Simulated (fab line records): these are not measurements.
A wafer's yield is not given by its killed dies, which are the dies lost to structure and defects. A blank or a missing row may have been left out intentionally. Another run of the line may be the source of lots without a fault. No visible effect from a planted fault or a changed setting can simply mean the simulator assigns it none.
What tool caused it? || flow berkeley cmos170 || 14 lots with 41 wafers sampled at 3 steps, on a route of 331 steps

WHAT EACH GAUGE READ, for each wafer
UCB170_PLDD_TW_MEAS_11. Usual: PLDD_TW gives 1011 (standard deviation 6.2).
{"lot": "L672", "measured": "day 8 07:24", "on": "film metro-01", "PLDD_TW": "1014 1013 1018", "flag": ""}
{"lot": "L673", "measured": "day 8 07:39", "on": "film metro-01", "PLDD_TW": "1017 1013 1018", "flag": ""}
{"lot": "L676", "measured": "day 8 15:22", "on": "film metro-01", "PLDD_TW": "1015 1016 1018", "flag": ""}
{"lot": "L675", "measured": "day 8 15:37", "on": "film metro-04", "PLDD_TW": "1001 1003 1003", "flag": ""}
{"lot": "L677", "measured": "day 9 05:34", "on": "film metro-02", "PLDD_TW": "1017 1007 1010", "flag": ""}
{"lot": "L679", "measured": "day 9 19:06", "on": "film metro-02", "PLDD_TW": "1014 1010 1011", "flag": ""}
{"lot": "L678", "measured": "day 9 19:42", "on": "film metro-04", "PLDD_TW": "1056 1060 1061 1062 1061 1058", "flag": "OFF"}
{"lot": "L682", "measured": "day 10 18:29", "on": "film metro-01", "PLDD_TW": "1076 1080 1081 1076", "flag": "OFF"}
{"lot": "L685", "measured": "day 10 18:42", "on": "film metro-04", "PLDD_TW": "1005 998 998", "flag": ""}
{"lot": "L684", "measured": "day 10 18:56", "on": "film metro-02", "PLDD_TW": "1008 1007 1010", "flag": ""}
{"lot": "L688", "measured": "day 11 03:17", "on": "film metro-02", "PLDD_TW": "1016 1009 1018", "flag": ""}
{"lot": "L690", "measured": "day 11 09:40", "on": "film metro-01", "PLDD_TW": "1024 1021 1022", "flag": ""}
{"lot": "L689", "measured": "day 11 09:56", "on": "film metro-04", "PLDD_TW": "1003 1003 1003", "flag": ""}
{"lot": "L692", "measured": "day 12 09:29", "on": "film metro-01", "PLDD_TW": "1018 1014 1017", "flag": ""}

UCB170_SDANNEAL_RS_MEAS_04: the measuring method here is four-point-probe. Usual: PLDD_RS gives 1030.0 ohm/sq (standard deviation 2.9).
{"lot": "L672", "measured": "day 8 22:14", "on": "film metro-02", "PLDD_RS (ohm/sq)": "1034.6 1034.2 1033.9", "flag": ""}
{"lot": "L673", "measured": "day 8 21:38", "on": "film metro-04", "PLDD_RS (ohm/sq)": "1026.6 1028.4 1027.6", "flag": ""}
{"lot": "L676", "measured": "day 9 04:51", "on": "film metro-04", "PLDD_RS (ohm/sq)": "1029.9 1029.4 1029.7", "flag": ""}
{"lot": "L675", "measured": "day 9 05:04", "on": "film metro-02", "PLDD_RS (ohm/sq)": "1033.6 1034.9 1033.5", "flag": ""}
{"lot": "L677", "measured": "day 9 21:14", "on": "film metro-02", "PLDD_RS (ohm/sq)": "1032.5 1037.1 1035.4", "flag": ""}
{"lot": "L679", "measured": "day 10 08:28", "on": "film metro-01", "PLDD_RS (ohm/sq)": "1027.9 1031.3 1028.2", "flag": ""}
{"lot": "L678", "measured": "day 10 08:56", "on": "film metro-04", "PLDD_RS (ohm/sq)": "882.4 880.6 884.3 881.3 881.2 883.0", "flag": "OFF"}
{"lot": "L682", "measured": "day 11 08:10", "on": "film metro-04", "PLDD_RS (ohm/sq)": "885.6 883.6 886.2 883.0", "flag": "OFF"}
{"lot": "L685", "measured": "day 11 08:38", "on": "film metro-02", "PLDD_RS (ohm/sq)": "1032.9 1034.2 1032.0", "flag": ""}
{"lot": "L684", "measured": "day 11 08:28", "on": "film metro-01", "PLDD_RS (ohm/sq)": "1027.9 1029.6 1027.4", "flag": ""}
{"lot": "L688", "measured": "day 11 16:17", "on": "film metro-01", "PLDD_RS (ohm/sq)": "1032.8 1031.8 1033.1", "flag": ""}
{"lot": "L690", "measured": "day 11 23:46", "on": "film metro-01", "PLDD_RS (ohm/sq)": "1024.7 1029.2 1026.0", "flag": ""}
{"lot": "L689", "measured": "day 11 23:35", "on": "film metro-02", "PLDD_RS (ohm/sq)": "1032.3 1034.7 1034.8", "flag": ""}
{"lot": "L692", "measured": "day 12 22:57", "on": "film metro-02", "PLDD_RS (ohm/sq)": "1026.3 1029.2 1026.6", "flag": ""}

WHICH TOOL RAN EACH LOT (tool, then ch and the chambers of the sampled wafers, then the start)
{"lot": "L672", "UCB170_PLDD_IMPLANT_08": "implanter-01 ch 0, day 8 07:02"}
{"lot": "L673", "UCB170_PLDD_IMPLANT_08": "implanter-04 ch 0, day 8 07:15"}
{"lot": "L676", "UCB170_PLDD_IMPLANT_08": "implanter-04 ch 0, day 8 14:58"}
{"lot": "L675", "UCB170_PLDD_IMPLANT_08": "implanter-01 ch 0, day 8 15:13"}
{"lot": "L677", "UCB170_PLDD_IMPLANT_08": "implanter-02 ch 0, day 9 05:11"}
{"lot": "L679", "UCB170_PLDD_IMPLANT_08": "implanter-04 ch 0, day 9 18:43"}
{"lot": "L678", "UCB170_PLDD_IMPLANT_08": "implanter-04 ch 0, day 9 19:19"}
{"lot": "L682", "UCB170_PLDD_IMPLANT_08": "implanter-04 ch 0, day 10 18:05"}
{"lot": "L685", "UCB170_PLDD_IMPLANT_08": "implanter-02 ch 0, day 10 18:18"}
{"lot": "L684", "UCB170_PLDD_IMPLANT_08": "implanter-01 ch 0, day 10 18:32"}
{"lot": "L688", "UCB170_PLDD_IMPLANT_08": "implanter-02 ch 0, day 11 02:51"}
{"lot": "L690", "UCB170_PLDD_IMPLANT_08": "implanter-02 ch 0, day 11 09:16"}
{"lot": "L689", "UCB170_PLDD_IMPLANT_08": "implanter-01 ch 0, day 11 09:32"}
{"lot": "L692", "UCB170_PLDD_IMPLANT_08": "implanter-02 ch 0, day 12 09:04"}
- UCB170_PLDD_IMPLANT_08

AS READ BY THE TOOLS THEMSELVES (means over the sampled wafers that have a number; for cases with no such wafer, the mark the record gives instead)
UCB170_PLDD_IMPLANT_08. Usual: beam on s 10.02 s, standard deviation 0.2; dose ions cm2 5e+13, standard deviation 5.7e+10.
{"lot": "L672", "tool": "implanter-01", "beam on s (s)": 9.66, "dose ions cm2": 5e+13, "flag": ""}
{"lot": "L673", "tool": "implanter-04", "beam on s (s)": 10.01, "dose ions cm2": 5e+13, "flag": ""}
{"lot": "L676", "tool": "implanter-04", "beam on s (s)": 10.15, "dose ions cm2": 5e+13, "flag": ""}
{"lot": "L675", "tool": "implanter-01", "beam on s (s)": 10.19, "dose ions cm2": 5e+13, "flag": ""}
{"lot": "L677", "tool": "implanter-02", "beam on s (s)": 9.98, "dose ions cm2": 5e+13, "flag": ""}
{"lot": "L679", "tool": "implanter-04", "beam on s (s)": 10.19, "dose ions cm2": 5e+13, "flag": ""}
{"lot": "L678", "tool": "implanter-04", "beam on s (s)": 13.73, "dose ions cm2": 7e+13, "flag": "OFF"}
{"lot": "L682", "tool": "implanter-04", "beam on s (s)": 13.76, "dose ions cm2": 7e+13, "flag": "OFF"}
{"lot": "L685", "tool": "implanter-02", "beam on s (s)": 9.83, "dose ions cm2": 5e+13, "flag": ""}
{"lot": "L684", "tool": "implanter-01", "beam on s (s)": 10.14, "dose ions cm2": 5e+13, "flag": ""}
{"lot": "L688", "tool": "implanter-02", "beam on s (s)": 10.08, "dose ions cm2": 5e+13, "flag": ""}
{"lot": "L690", "tool": "implanter-02", "beam on s (s)": 9.94, "dose ions cm2": 5e+13, "flag": ""}
{"lot": "L689", "tool": "implanter-01", "beam on s (s)": 9.95, "dose ions cm2": 5e+13, "flag": ""}
{"lot": "L692", "tool": "implanter-02", "beam on s (s)": 10.09, "dose ions cm2": 5e+13, "flag": ""}

THE ANSWER, worked out from the rows above alone
Rule: lot off if the mean of its wafers having a number is beyond 3 standard deviations from the usual mean. Also off: a lot with no number at a reading for which 4 or more lots have one. The other lots that the step has rows for count as sound. Order of review: gauges by route order, followed by the tools' own readings, for which a lot's mean as printed above is used. At the first step where some lot is off, the reading lying furthest off is the one used; lots without a number count as furthest.
Off: L678, L682, seen at UCB170_PLDD_TW_MEAS_11 (PLDD_TW).
A tool fits if, at a process step before that reading, it ran every lot that is off, and no sound lot after the first of them. The gauges at UCB170_PLDD_TW_MEAS_11 aren't tried: what is off there is off at UCB170_PLDD_IMPLANT_08 too, on other tools, and a gauge's error can't cause that. One fits: UCB170_PLDD_IMPLANT_08 on implanter-04. Its last sound lot is L679 (day 9 18:43), its first lot that is off L678 (day 9 19:19): a fault that began between those two fits.
The tool's own readings at UCB170_PLDD_IMPLANT_08 bear it out: on the lots that are off they differ by more than 5 times the standard deviation of the sound lots' means. beam on s reads 13.75 s there against 10.02 s on the sound lots; dose ions cm2 reads 7e+13 there against 5e+13 on the sound lots.

WHAT THE SIMULATOR HAD INSERTED
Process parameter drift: implanter-04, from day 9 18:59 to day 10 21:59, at UCB170_PLDD_IMPLANT_08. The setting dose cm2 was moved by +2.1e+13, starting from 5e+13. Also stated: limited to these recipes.
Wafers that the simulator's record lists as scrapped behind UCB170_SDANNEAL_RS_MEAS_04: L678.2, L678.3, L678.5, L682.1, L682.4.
Lots struck among those shown: L678, L682. This agrees with what the rule above found.
